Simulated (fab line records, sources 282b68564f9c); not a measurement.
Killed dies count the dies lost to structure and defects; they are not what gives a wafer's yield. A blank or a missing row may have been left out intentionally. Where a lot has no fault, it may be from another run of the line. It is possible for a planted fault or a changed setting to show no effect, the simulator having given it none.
A struck lot beside a sound one	flow ritCmos	15 steps out of a route of 202
Sound: these wafers, L814.2, L814.5, L814.6. Struck: wafer L822.1. (L822.3, L822.5 of the same lot were not struck and are left out.) The cause comes at the end.
Per side, at each step with rows, come the tool, then ch with its chambers, and then its first start. Under that, the readings that differ: sound wafers	struck wafers	difference of the means	sigmas: that difference in standard deviations of wafers without a fault.
alike: same words and numbers on both sides, and readings whose means sit less than 2 such deviations apart. not compared: any withheld reading, any reading some wafer has no value for, any bound like >300 that may hide the same value, and any number with overlapping values for which the record gives no deviation.
The two part at a step that has a row with sigmas, a row that says differs or no value, or rows on one side only. Numbers that have no deviation but don't overlap get no sigmas and don't part them. A reading missing from all wafers of one side parts the sides only when that side holds two or more wafers.

first, 1 step without rows for these wafers: RIT_ACTIVE_OXIDATION_01 (target thk 46.8 nm, ox time 3360 s).
RIT_ACTIVE_THK_MEAS_02:
  sound on filmMetro-02 at day 3 15:35; struck on filmMetro-02 at day 5 06:55
  alike: ACTIVE_OXIDE_THK
then, 1 step without rows for these wafers: RIT_ACTIVE_CVD_03 (deposits Si3N4 from SiH2Cl2/NH3, target thk 150 nm, time 1500 s).
RIT_ACTIVE_THK_MEAS_04:
  sound on filmMetro-03 at day 3 17:04; struck on filmMetro-03 at day 5 08:23
  alike: ACTIVE_NITRIDE_THK
then, 6 steps without rows for these wafers: RIT_ACTIVE_HMDS_05 (prime time 60 s); RIT_ACTIVE_COAT_06 (resist thk 1000 nm); RIT_ACTIVE_SOFTBAKE_07 (time 60 s); RIT_ACTIVE_EXPOSE_08 (exposes mask M1, target cd 1400 nm); RIT_ACTIVE_PEB_09; RIT_ACTIVE_DEVELOP_10 (develop time 50 s).
RIT_ACTIVE_CD_MEAS_11 targets a cd of 1400 nm.
  sound on cdSem-02 at day 3 18:15; struck on cdSem-01 at day 5 09:26
reading	sound	struck	difference	sigmas
cdNm (nm)	1399.6 1397.3 1398.0	1403.5	+5.2	+2
then, 1 step without rows for these wafers: RIT_ACTIVE_HARDBAKE_12 (time 60 s).
RIT_ACTIVE_ETCH_13: etches Si3N4 in SF6, stops on SiO2, time 210 s, target depth 210 nm.
  sound on rieDiel-04 ch 0,1,3, day 3 18:30; struck on rieDiel-01 ch 3, day 5 09:42
reading	sound	struck	difference	sigmas
oesProductAu (a.u.)	0.825 0.820 0.811	0.905	+0.086	+6
overEtchFrac	0.4 0.4 0.4	0.17899	-0.22101	
model.NOVOLAK_of_ACTIVE_COAT_06.thkNm (nm)	651.6 665.3 671.6	697.8	+35.0	
  alike: chamberPressureMTorr, drypumpMotorCurrentA, rfFwdPowerW, throttleValvePct
  not compared: rfHoursCounterH
RIT_ACTIVE_STRIP_14: strips in O2, time 180 s.
  sound on plasmaAsher-03 ch 0,1, day 3 18:38; struck on plasmaAsher-04 ch 1, day 5 09:50
  alike: chamberPressureMTorr, drypumpMotorCurrentA
  not compared: rfHoursCounterH
RIT_M1_PROBE_99:
  sound on prober-02 at day 5 17:07; struck on prober-02 at day 7 08:05
  alike: killedAtContacts, killedAtFrontEnd, killedDies, killedOnRim, killedOpen, killedShort

== WHERE THEY PART ==
Last at RIT_ACTIVE_ETCH_13 as far as this record goes, first at RIT_ACTIVE_CD_MEAS_11. Later steps at which nothing parts them and some readings are alike: RIT_ACTIVE_STRIP_14, RIT_M1_PROBE_99.

WHY: whatever the simulator had introduced
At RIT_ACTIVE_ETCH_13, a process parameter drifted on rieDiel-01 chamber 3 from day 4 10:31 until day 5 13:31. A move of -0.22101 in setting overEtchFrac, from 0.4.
